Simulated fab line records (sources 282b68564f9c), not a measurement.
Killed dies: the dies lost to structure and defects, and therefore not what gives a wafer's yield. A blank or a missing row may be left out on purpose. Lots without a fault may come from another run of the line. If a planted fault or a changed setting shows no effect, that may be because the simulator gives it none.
Problem report, 8D (eight disciplines) form, completed by code || flow rit-cmos || the parts of the form that need people (team, actions taken, sign-off) are left out

## 1. PROBLEM STATEMENT
At RIT_PWELL_STRIP_09, o2-flow-sccm averages 3196 sccm over 6 wafers from 2 lots, while fault-free wafers read 3999 sccm, standard deviation 11. Measured from the usual mean, that is -73 standard deviations.
The step: strips in O2, time 180 s.
Seen first at day 3 09:18 on plasma-asher-04, wafer L409.1. At this step, 42 wafers from 14 lots have a number in the record. The rule behind "out" and "out of limits": a value lying over 4 standard deviations away from the usual mean. The rest of the wafers with a number are treated as sound.

## 2. WHAT IT IS, WHAT IT ISN'T
{"question": "which readings at this step", "is": "o2-flow-sccm", "is not": "drypump-motor-current-A"}
{"question": "which lots", "is": "L409, L413", "is not": "L402, L403, L404, L410, L411, L414, L415, L416, L418, L419, L420, L422"}
{"question": "which wafers of those lots", "is": "all that have a number", "is not": "-"}
{"question": "read on which tools", "is": "plasma-asher-04", "is not": "plasma-asher-01, plasma-asher-03"}
{"question": "when", "is": "from day 3 09:18", "is not": "up to then (9 sound wafers); but 27 sound wafers of L410, L411, L414, L415, L416, L418, L419, L420, L422 came after"}

## 3. THE SUSPECTS, EACH WITH WHAT RULES IT OUT
Counting: a tool at a process step up to the reading stays a suspect if it ran every lot that is out and no sound lot after the first of them.
- plasma-asher-04 at RIT_PWELL_STRIP_09 (strips in O2, time 180 s): kept. It ran every lot that is out, first L409 (day 3 09:18), and no sound lot after that. Its own readings are out on those wafers: o2-flow-sccm.
Remaining after the count: plasma-asher-04 at RIT_PWELL_STRIP_09.

## 4. THE CAUSE (what the simulator had put in)
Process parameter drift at RIT_PWELL_STRIP_09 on plasma-asher-04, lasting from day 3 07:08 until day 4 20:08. Setting o2-flow-sccm shifted by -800 from 4000. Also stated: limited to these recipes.
Only this tool survived the counting.

## 5. SEQUENCE OF EFFECTS, ordered by route
Rows list readings where the struck wafers' mean (over those with a number) sits beyond 3 standard deviations from the usual. Only readings for which the record gives a usual standard deviation are gone through. hours: the time from each lot's start at the first step in this table that gives one to its start at this step, as a median over the lots. sigmas: the change in usual standard deviations.
{"hours": 0, "step": "RIT_PWELL_STRIP_09", "reading": "o2-flow-sccm", "usual": "3999 sccm", "on struck wafers": 3196, "change": -803, "sigmas": -73}
Its process steps:
- RIT_PWELL_STRIP_09: strips in O2, time 180 s.

## 6. HOW IT WOULD HAVE BEEN CAUGHT EARLIER
First out-of-limits reading in this record: day 3 09:18, which is 2 hours after fault onset at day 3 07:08.
